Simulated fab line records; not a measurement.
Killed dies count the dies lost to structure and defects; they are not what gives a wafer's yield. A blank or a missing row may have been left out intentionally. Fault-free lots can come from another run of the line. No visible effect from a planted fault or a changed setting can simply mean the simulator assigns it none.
What tool caused it? | flow ritCmos | 7 lots, 21 wafers sampled, at 2 steps of a route of 202

## WHAT THE GAUGES SHOWED, per wafer
RIT_GATE_THK_MEAS_07.
lot  | measured    | on           | GATE_OXIDE_THK (nm)
L863 | day 2 15:17 | filmMetro-03 | 2.95 3.01 3.06
L865 | day 3 04:19 | filmMetro-01 | 5.09 5.00 5.14
L867 | day 3 12:16 | filmMetro-02 | 3.00 3.07 3.04
L869 | day 4 01:41 | filmMetro-03 | 3.04 3.04 3.00
L877 | day 5 13:35 | filmMetro-02 | 3.03 3.06 3.04
L881 | day 6 09:51 | filmMetro-03 | 2.93 2.95 3.02
L884 | day 7 02:52 | filmMetro-01 | 2.97 2.96 2.98

## TOOL THAT RAN EACH LOT (tool first, then ch and the chambers of the sampled wafers, then the start)
lot  | RIT_GATE_OXIDATION_05
L863 | furnace-04 ch 0, day 2 13:58
L865 | furnace-03 ch 0, day 3 00:35
L867 | furnace-01 ch 0, day 3 10:51
L869 | furnace-01 ch 0, day 3 22:05
L877 | furnace-04 ch 0, day 5 12:15
L881 | furnace-04 ch 0, day 6 08:31
L884 | furnace-04 ch 0, day 7 00:13
- RIT_GATE_OXIDATION_05: target thk 3 nm, ox time 270 s.

## THE ANSWER, worked out from the rows above alone
Rule: usual is defined by the lots themselves. Put in order of their means at a reading, lots are off if they are a third of the lots or fewer, leave a main group of 4 or more, and stand apart from it by a gap of 3 or more times the standard deviation of the main group's means; of several such gaps the widest counts. Not used: any main group whose means are identical at the precision the tables above print for the reading. Also off: a lot with no number at a reading for which 4 or more lots have one. Any other lot the step has rows for is counted as sound.
Off: at RIT_GATE_THK_MEAS_07 (GATE_OXIDE_THK), L865. For the main group the mean is 3.01 nm and the standard deviation 0.03.
A tool fits if, at a process step before that reading, it ran every lot that is off, and no sound lot after the first of them. Those tools and the gauges at RIT_GATE_THK_MEAS_07 are tried in the same way. One fits: RIT_GATE_OXIDATION_05 on furnace-03. It ran no sound lot before its first lot that is off in this sample, so the start can't be narrowed down.

## WHAT WAS PUT IN BY THE SIMULATOR
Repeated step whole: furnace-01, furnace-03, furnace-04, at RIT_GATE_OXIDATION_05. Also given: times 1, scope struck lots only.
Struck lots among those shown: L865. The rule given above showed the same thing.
